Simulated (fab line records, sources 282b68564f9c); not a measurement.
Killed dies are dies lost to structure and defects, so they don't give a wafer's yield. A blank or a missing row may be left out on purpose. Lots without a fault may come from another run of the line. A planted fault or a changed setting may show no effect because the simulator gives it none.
Split-lot experiment | flow rit_cmos | 5 lots, 23 wafers read, on a route of 202 steps

THE SPLIT
At RIT_NSD_IMPLANT_08, the setting energy_kev was moved away from the recipe's 25 on 5 of the 23 wafers read, by -2.9% to -2.2%. The other wafers ran this setting at the recipe's value.

The reading is taken at the split's own step.

THE READING
implant.drp_nm (the simulator's own value, which no gauge read), in nm, at RIT_NSD_IMPLANT_08. The file gives no usual value for it.

wafer  | tool, chamber at the split | energy_kev as run | against the recipe | implant.drp_nm, nm | against lot-mates on the recipe
L075.2 | implanter-02, 0            | 25                | recipe             | 14.84              | -
L075.3 | implanter-02, 0            | 25                | recipe             | 14.84              | -
L075.6 | implanter-02, 0            | 25                | recipe             | 14.84              | -
L078.2 | implanter-04, 0            | 25                | recipe             | 14.84              | -
L078.3 | implanter-04, 0            | 25                | recipe             | 14.84              | -
L078.4 | implanter-04, 0            | 25                | recipe             | 14.84              | -
L078.5 | implanter-04, 0            | 25                | recipe             | 14.84              | -
L078.6 | implanter-04, 0            | 25                | recipe             | 14.84              | -
L079.1 | implanter-04, 0            | 25                | recipe             | 14.84              | -
L079.2 | implanter-04, 0            | 25                | recipe             | 14.84              | -
L079.3 | implanter-04, 0            | 25                | recipe             | 14.84              | -
L079.5 | implanter-04, 0            | 24.45             | -2.2%              | 14.64              | -0.20
L079.6 | implanter-04, 0            | 24.45             | -2.2%              | 14.64              | -0.20
L081.2 | implanter-03, 0            | 24.28             | -2.9%              | 14.58              | -0.26
L081.3 | implanter-03, 0            | 24.28             | -2.9%              | 14.58              | -0.26
L081.6 | implanter-03, 0            | 24.28             | -2.9%              | 14.58              | -0.26
L081.4 | implanter-03, 0            | 25                | recipe             | 14.84              | -
L081.5 | implanter-03, 0            | 25                | recipe             | 14.84              | -
L082.2 | implanter-02, 0            | 25                | recipe             | 14.84              | -
L082.3 | implanter-02, 0            | 25                | recipe             | 14.84              | -
L082.4 | implanter-02, 0            | 25                | recipe             | 14.84              | -
L082.5 | implanter-02, 0            | 25                | recipe             | 14.84              | -
L082.6 | implanter-02, 0            | 25                | recipe             | 14.84              | -

THE FIT
A straight line over all 23 wafers: implant.drp_nm changes by +0.0904 nm for each +1% of energy_kev; r = +1.00; the points scatter about the line by 0.00036 nm.
The same after taking each lot's own level away (the mean of its wafers on the recipe; 23 wafers): +0.0904 nm for each +1%; r = +1.00; scatter 0.00036 nm.
On that fit, the largest move of energy_kev shifts the reading by 0.26 nm.
The lots' own levels span 14.840 to 14.840 nm.
So the lot-to-lot level changes the slope little: the two slopes agree.
Check: with one of the wafers moved furthest among these (-2.9%) left out of the fit, the line predicts -0.261 nm for it against its lot-mates. It came out at -0.26 nm against them.

OTHER SPLITS ON THESE WAFERS
These wafers also went through other splits before the reading. Each is held against what the fit with the lots' levels taken away leaves over:
other split on the same wafers       | wafers away from the commonest value | r with implant.drp_nm (lot level and that fit taken away)
RIT_ACTIVE_CVD_03 time_s             | 15                                   | +0.46
RIT_ACTIVE_DEVELOP_10 develop_time_s | 9                                    | -0.05
RIT_FOX1_OXIDATION_00 temp_c         | 15                                   | +0.17
RIT_PWELL_IMPLANT_08 energy_kev      | 10                                   | +0.61
RIT_NRETRO_COAT_01 spin_rpm          | 9                                    | -0.26
RIT_GATE_OXIDATION_05 ox_time_s      | 15                                   | -0.59
RIT_GATE_CVD_08 time_s               | 18                                   | +0.17
RIT_GATE_ETCH_19 over_etch_frac      | 7                                    | +0.02
RIT_NSD_COAT_01 resist_thk_nm        | 7                                    | -0.41

THE FILE'S OWN FIT
implant.drp_nm changes by +0.09 nm for each +1% of energy_kev, r = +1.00.
